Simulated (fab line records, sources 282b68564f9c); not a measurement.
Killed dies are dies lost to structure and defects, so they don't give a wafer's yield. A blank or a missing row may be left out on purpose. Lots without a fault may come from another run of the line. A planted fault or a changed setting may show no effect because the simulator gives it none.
Which tool did it? | flow rit_cmos | 13 lots, 39 wafers sampled, at 6 steps of a route of 202

WHAT THE GAUGES READ, wafer by wafer
RIT_PSD_TW_MEAS_10. Usual: PSD_TW 3362, standard deviation 32.
lot  | measured    | on            | PSD_TW         | flag
L254 | day 3 04:33 | film_metro-03 | 3342 3340 3324 |
L256 | day 3 18:02 | film_metro-03 | 3349 3343 3337 |
L257 | day 3 20:58 | film_metro-03 | 3350 3366 3357 |
L258 | day 4 01:48 | film_metro-02 | 3340 3351 3347 |
L260 | day 4 10:37 | film_metro-04 | 3402 3408 3415 |
L261 | day 4 15:23 | film_metro-02 | 3359 3351 3352 |
L262 | day 4 23:48 | film_metro-03 | 3316 3334 3309 |
L263 | day 5 08:19 | film_metro-04 | 3408 3429 3409 |
L265 | day 5 13:33 | film_metro-02 | 3370 3376 3381 |
L266 | day 5 19:51 | film_metro-04 | 3428 3424 3426 |
L267 | day 6 00:29 | film_metro-03 | 3348 3333 3351 |
L269 | day 6 05:40 | film_metro-02 | 3385 3366 3380 |
L275 | day 7 12:09 | film_metro-02 | 3345 3354 3342 |

RIT_CONTACT_CD_MEAS_08: target cd 1000 nm. Usual: cd_nm 1000.4 nm, standard deviation 2.6.
lot  | measured    | on        | cd_nm (nm)           | flag
L254 | day 3 07:23 | cd_sem-02 | 997.4 998.5 999.3    |
L256 | day 3 20:37 | cd_sem-01 | 1002.5 1001.2 1000.8 |
L257 | day 3 23:41 | cd_sem-01 | 997.7 993.7 995.5    |
L258 | day 4 04:23 | cd_sem-01 | 1001.5 1000.6 1000.5 |
L260 | day 4 13:11 | cd_sem-02 | 1000.0 1000.0 998.4  |
L261 | day 4 18:07 | cd_sem-01 | 1001.0 1000.9 999.9  |
L262 | day 5 02:30 | cd_sem-01 | 999.5 999.2 1000.9   |
L263 | day 5 11:06 | cd_sem-01 | 999.2 998.4 999.3    |
L265 | day 5 16:11 | cd_sem-02 | 997.4 999.3 1001.1   |
L266 | day 5 22:53 | cd_sem-01 | 997.6 998.9 1001.4   |
L267 | day 6 03:23 | cd_sem-01 | 1002.9 1005.2 1004.4 |
L269 | day 6 08:24 | cd_sem-01 | 1003.8 1003.1 1001.3 |
L275 | day 7 14:53 | cd_sem-01 | 1004.1 1005.5 1004.2 |

RIT_CONTACT_CD_MEAS_90: target cd 1000 nm. Usual: cd_nm 1000.3 nm, standard deviation 2.5.
lot  | measured    | on        | cd_nm (nm)           | flag
L254 | day 3 08:04 | cd_sem-02 | 997.8 999.1 999.4    |
L256 | day 3 21:17 | cd_sem-02 | 1003.1 1000.3 1000.4 |
L257 | day 4 00:22 | cd_sem-01 | 997.2 994.1 994.9    |
L258 | day 4 05:04 | cd_sem-02 | 1001.8 1000.5 1000.2 |
L260 | day 4 13:52 | cd_sem-02 | 1000.5 999.7 999.5   |
L261 | day 4 18:48 | cd_sem-02 | 1001.2 1000.6 999.9  |
L262 | day 5 03:10 | cd_sem-01 | 999.4 998.9 1000.9   |
L263 | day 5 11:57 | cd_sem-01 | 999.4 997.7 999.9    |
L265 | day 5 16:57 | cd_sem-01 | 997.8 999.5 1001.2   |
L266 | day 5 23:33 | cd_sem-02 | 997.4 998.5 1000.7   |
L267 | day 6 04:04 | cd_sem-02 | 1002.8 1004.9 1004.8 |
L269 | day 6 09:05 | cd_sem-01 | 1003.6 1002.9 1001.7 |
L275 | day 7 15:34 | cd_sem-01 | 1003.5 1005.3 1004.6 |

RIT_M1_RS_MEAS_01: measures by four-point-probe. Usual: M1_AL_RS 0.0734 ohm/sq, standard deviation 0.00095.
lot  | measured    | on            | M1_AL_RS (ohm/sq)    | flag
L254 | day 3 08:50 | film_metro-03 | 0.0750 0.0727 0.0735 |
L256 | day 3 22:04 | film_metro-04 | 0.0724 0.0730 0.0714 |
L257 | day 4 01:08 | film_metro-02 | 0.0746 0.0740 0.0731 |
L258 | day 4 05:50 | film_metro-02 | 0.0734 0.0721 0.0715 |
L260 | day 4 14:39 | film_metro-04 | 0.0732 0.0719 0.0721 |
L261 | day 4 19:35 | film_metro-03 | 0.0732 0.0744 0.0746 |
L262 | day 5 03:56 | film_metro-04 | 0.0739 0.0727 0.0723 |
L263 | day 5 12:46 | film_metro-02 | 0.0732 0.0740 0.0736 |
L265 | day 5 17:47 | film_metro-04 | 0.0739 0.0742 0.0739 |
L266 | day 6 00:29 | film_metro-04 | 0.0725 0.0730 0.0720 |
L267 | day 6 04:52 | film_metro-03 | 0.0742 0.0741 0.0742 |
L269 | day 6 09:50 | film_metro-03 | 0.0726 0.0729 0.0739 |
L275 | day 7 16:20 | film_metro-04 | 0.1610 0.0742 0.0740 | OFF

RIT_M1_THK_MEAS_02: measures by xrf. Usual: M1_AL_THK 400 nm, standard deviation 5.5.
lot  | measured    | on            | M1_AL_THK (nm) | flag
L254 | day 3 08:58 | film_metro-03 | 394 406 401    |
L256 | day 3 22:11 | film_metro-04 | 407 405 415    |
L257 | day 4 01:16 | film_metro-02 | 391 393 402    |
L258 | day 4 05:56 | film_metro-02 | 402 406 409    |
L260 | day 4 14:46 | film_metro-04 | 403 408 409    |
L261 | day 4 19:41 | film_metro-03 | 406 398 397    |
L262 | day 5 04:03 | film_metro-04 | 397 402 405    |
L263 | day 5 12:53 | film_metro-02 | 400 395 399    |
L265 | day 5 17:54 | film_metro-04 | 394 393 393    |
L266 | day 6 00:37 | film_metro-04 | 405 401 409    |
L267 | day 6 04:59 | film_metro-03 | 399 399 399    |
L269 | day 6 09:58 | film_metro-03 | 407 402 401    |
L275 | day 7 16:28 | film_metro-04 | 189 398 395    | OFF

WHICH TOOL RAN EACH LOT (tool, then ch and the chambers of the sampled wafers, then the start)
lot  | RIT_M1_SPUTTER_00
L254 | pvd_sputter-01, day 3 08:33
L256 | pvd_sputter-01, day 3 21:46
L257 | pvd_sputter-02, day 4 00:50
L258 | pvd_sputter-01, day 4 05:30
L260 | pvd_sputter-01, day 4 14:21
L261 | pvd_sputter-02, day 4 19:14
L262 | pvd_sputter-01, day 5 03:37
L263 | pvd_sputter-02, day 5 12:29
L265 | pvd_sputter-02, day 5 17:29
L266 | pvd_sputter-01, day 6 00:12
L267 | pvd_sputter-02, day 6 04:34
L269 | pvd_sputter-02, day 6 09:33
L275 | pvd_sputter-02, day 7 16:03
- RIT_M1_SPUTTER_00: material Al, target thk 400 nm, time 500 s.

WHAT THE TOOLS THEMSELVES READ (means of the sampled wafers that have a number; where no wafer has one, the mark that the record gives instead)
RIT_M1_SPUTTER_00. Usual: cathode_dc_power_W 2000.0 W, standard deviation 0.35; throttle_valve_pct 30.2 %, standard deviation 1.
lot  | tool           | cathode_dc_power_W (W) | throttle_valve_pct (%) | flag
L254 | pvd_sputter-01 | 2000.0                 | 31.8                   |
L256 | pvd_sputter-01 | 2000.3                 | 30.6                   |
L257 | pvd_sputter-02 | 2000.2                 | 29.7                   |
L258 | pvd_sputter-01 | 2000.2                 | 31.2                   |
L260 | pvd_sputter-01 | 2000.2                 | 31.1                   |
L261 | pvd_sputter-02 | 2000.2                 | 29.7                   |
L262 | pvd_sputter-01 | 2000.0                 | 31.1                   |
L263 | pvd_sputter-02 | 1999.7                 | 29.8                   |
L265 | pvd_sputter-02 | 2000.3                 | 30.5                   |
L266 | pvd_sputter-01 | 1999.6                 | 30.4                   |
L267 | pvd_sputter-02 | 2000.0                 | 29.9                   |
L269 | pvd_sputter-02 | 2000.1                 | 30.3                   |
L275 | pvd_sputter-02 | 2000.0                 | 29.7                   |

THE ANSWER, worked out from the rows above alone
Rule: a lot is off if the mean of its wafers that have a number lies more than 3 standard deviations from the usual mean. A lot without any number at a reading at which 4 lots or more have one is off too. The other lots that the step has rows for count as sound. The gauges are gone through in route order, then the tools' own readings, and for those a lot's mean is taken as printed above. The first step at which some lot is off is used, and at that step the reading that is off furthest; a lot without a number counts as furthest.
Off: L275, at RIT_M1_RS_MEAS_01 (M1_AL_RS).
A tool fits if, at a process step before that reading, it ran every lot that is off, and no sound lot after the first of them. The gauges at RIT_M1_RS_MEAS_01 are tried like those tools. Can't be told from this: 2 tools fit, pvd_sputter-02 at RIT_M1_SPUTTER_00, film_metro-04 at RIT_M1_RS_MEAS_01.

WHAT THE SIMULATOR HAD PUT IN
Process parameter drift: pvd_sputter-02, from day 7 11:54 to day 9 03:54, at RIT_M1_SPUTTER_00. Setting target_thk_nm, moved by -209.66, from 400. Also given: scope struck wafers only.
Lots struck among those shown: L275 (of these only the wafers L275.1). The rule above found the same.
